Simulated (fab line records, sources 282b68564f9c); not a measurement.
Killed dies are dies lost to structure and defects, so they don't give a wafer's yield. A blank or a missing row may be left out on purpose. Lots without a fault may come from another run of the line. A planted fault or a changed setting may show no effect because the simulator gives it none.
Which tool did it? | flow rit_cmos | 14 lots, 42 wafers sampled, at 1 step of a route of 202

WHAT THE GAUGES READ, wafer by wafer
The record holds no reading of a measuring or inspecting step that can be judged against a usual standard deviation.

WHICH TOOL RAN EACH LOT (tool, then ch and the chambers of the sampled wafers, then the start)
lot  | RIT_PSD_PEB_04
L392 | litho_track-02 ch 0, day 3 15:38
L396 | litho_track-04 ch 0, day 4 12:08
L397 | litho_track-04 ch 0, day 4 16:01
L398 | litho_track-01, day 4 23:26
L399 | litho_track-02, day 5 00:27
L401 | litho_track-02 ch 0, day 5 09:03
L402 | litho_track-01 ch 0, day 5 13:47
L404 | litho_track-01 ch 0, day 5 22:46
L407 | litho_track-02 ch 0, day 6 14:43
L409 | litho_track-01 ch 0, day 7 00:23
L410 | litho_track-02 ch 0, day 7 01:53
L411 | litho_track-04 ch 0, day 7 08:42
L413 | litho_track-04 ch 0, day 7 22:28
L414 | litho_track-01 ch 0, day 8 05:40
- RIT_PSD_PEB_04

WHAT THE TOOLS THEMSELVES READ (means of the sampled wafers that have a number; where no wafer has one, the mark that the record gives instead)
RIT_PSD_PEB_04.
lot  | tool           | exhaust_pa (Pa)
L392 | litho_track-02 | 46.0
L396 | litho_track-04 | 45.5
L397 | litho_track-04 | 45.3
L398 | litho_track-01 | -
L399 | litho_track-02 | -
L401 | litho_track-02 | 45.2
L402 | litho_track-01 | 45.3
L404 | litho_track-01 | 46.1
L407 | litho_track-02 | 45.3
L409 | litho_track-01 | 44.2
L410 | litho_track-02 | 44.6
L411 | litho_track-04 | 44.6
L413 | litho_track-04 | 44.9
L414 | litho_track-01 | 45.6

THE ANSWER, worked out from the rows above alone
Rule: what is usual is taken from the lots themselves. Put in order of their means at a reading, lots are off if they are a third of the lots or fewer, leave a main group of 4 or more, and stand apart from it by a gap of 3 or more times the standard deviation of the main group's means; of several such gaps the widest counts. A main group whose means are all the same, to the digits that the tables above print for the reading, isn't used. A lot without any number at a reading at which 4 lots or more have one is off too. The other lots that the step has rows for count as sound. The gauges are gone through in route order, then the tools' own readings, and for those a lot's mean is taken as printed above. The first step at which some lot is off is used, and at that step the reading that is off furthest; a lot without a number counts as furthest.
Off: L398, L399, at RIT_PSD_PEB_04 (exhaust_pa). Without a number there: L398, L399. The main group: mean 45.2 Pa, standard deviation 0.54.
A tool fits if, at that step or a process step before it, it ran every lot that is off, and no sound lot after the first of them. None of those tried fits.

WHAT THE SIMULATOR HAD PUT IN
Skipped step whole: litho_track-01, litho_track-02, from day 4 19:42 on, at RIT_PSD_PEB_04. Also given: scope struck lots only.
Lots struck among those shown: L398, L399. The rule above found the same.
